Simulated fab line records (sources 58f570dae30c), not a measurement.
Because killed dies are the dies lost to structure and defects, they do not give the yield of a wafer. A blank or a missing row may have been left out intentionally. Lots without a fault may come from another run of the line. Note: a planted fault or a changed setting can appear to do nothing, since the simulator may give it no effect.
8D (eight disciplines) problem report, filled in by code ; flow berkeley cmos170 ; the parts of the form that need people (team, actions taken, sign-off) are left out

== 1. THE ISSUE ==
At UCB170_M1_CD_MEAS_90, cd nm averages 711.1 nm over 2 wafers from 2 lots, while fault-free wafers read 700.3 nm, standard deviation 2.2. That puts it +4.9 standard deviations away from the usual mean.
The step: target cd 700 nm.
First observed at day 12 08:19: wafer L391.4, on cd sem-02. The record holds 42 wafers of 14 lots with a number at this step. By rule, "out" or "out of limits" means more than 4 standard deviations away from the usual mean. Any other wafer with a number is counted as sound.

== 2. WHAT THIS IS AND IS NOT ==
question;is;is not
which readings at this step;cd nm;-
which lots;L389, L391;L371, L375, L376, L378, L379, L380, L381, L382, L384, L385, L386, L390
which wafers of those lots;L389.2, L391.4;L389.3, L389.5, L391.3, L391.5
read on which gauges;cd sem-02;cd sem-01
when;from day 12 08:19;"up to then (35 sound wafers); but 5 sound wafers of L389, L390 came after"

== 3. SUSPECTS, AND WHAT RULES EACH OUT ==
Counting: any tool at a process step up to the reading remains a suspect provided it ran every lot that is out. Sound lots after the first of them don't rule it out here, since some wafers of a struck lot are sound.
- ruled out: the gauge at UCB170_M1_CD_MEAS_90. All the wafers that are out were read on cd sem-02, but those of them that UCB170_M1_METAL_ETCH_12 has rows for are out there too, on other tools.
- rie metal-03 at UCB170_M1_METAL_ETCH_12 (etches Al in Cl2/BCl3, stops on PSG, target depth 780 nm, time 130 s): kept. Every lot that is out went through it, the first being L391 (day 12 08:05); the last sound lot it ran before that was L386 (day 11 09:14). Its own readings are out on those wafers: oes product au, rf fwd power W.
- Within rie metal-03 at UCB170_M1_METAL_ETCH_12, the wafers that are out were processed in chamber 0 and their sound lot-mates in chamber 1.
Remaining after the count: rie metal-03 at UCB170_M1_METAL_ETCH_12.

== 4. THE CAUSE (what the simulator had put in) ==
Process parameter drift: rie metal-03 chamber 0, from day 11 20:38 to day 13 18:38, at UCB170_M1_METAL_ETCH_12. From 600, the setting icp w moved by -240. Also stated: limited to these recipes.
This tool alone remained once counting was done.

== 5. SEQUENCE OF EFFECTS, ordered by route ==
Each row: a reading where the mean over the struck wafers with a number is more than 3 standard deviations away from the usual. Readings are gone through only where the record gives a usual standard deviation; hours: the median, over the lots, of the time from a lot's start at the first step in this table giving one to that lot's start at this step; sigmas: the change measured in usual standard deviations.
hours;step;reading;usual;on struck wafers;change;sigmas
0;UCB170_M1_METAL_ETCH_12;oes product au;0.851 a.u.;0.779;-0.072;-4.8
0;UCB170_M1_METAL_ETCH_12;rf fwd power W;597.3 W;356.6;-240.6;-99 or more
0;UCB170_M1_CD_MEAS_90;cd nm;700.3 nm;711.1;+10.9;+4.9
17;UCB170_M3_PROBE_99;defect limited yield;98.9 %;0.0;-98.9;-99 or more
17;UCB170_M3_PROBE_99;killed_at_M0_to_M3;0.8;262.5;+261.7;+99 or more
17;UCB170_M3_PROBE_99;killed dies;2.9;264.0;+261.1;+99 or more
17;UCB170_M3_PROBE_99;killed on rim;0.8;70.0;+69.2;+78
17;UCB170_M3_PROBE_99;sort_bin_5_function;0.7 %;99.5;+98.8;+99 or more
17;UCB170_M3_PROBE_99;sort n pass;261.1;0.0;-261.1;-99 or more
17;UCB170_M3_PROBE_99;sort yield pct;98.9 %;0.0;-98.9;-99 or more
Process steps it contains:
- UCB170_M1_METAL_ETCH_12: etches Al in Cl2/BCl3, stops on PSG, target depth 780 nm, time 130 s.
- UCB170_M3_PROBE_99

== 6. HOW IT WOULD HAVE BEEN CAUGHT EARLIER ==
Counted from the fault's start at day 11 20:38, it took 12 hours until the first out-of-limits reading at a measuring or inspecting step in this record, taken at day 12 08:19.
At UCB170_M1_METAL_ETCH_12, the tool's own readings (oes product au, rf fwd power W) were out on each struck wafer the step has a row for, so an alarm limit on them would have fired on the first such wafer.
L389, from the lots that are out (2), started UCB170_M1_METAL_ETCH_12 on rie metal-03 later than day 12 08:19. Holding the tool at that time would have saved it.
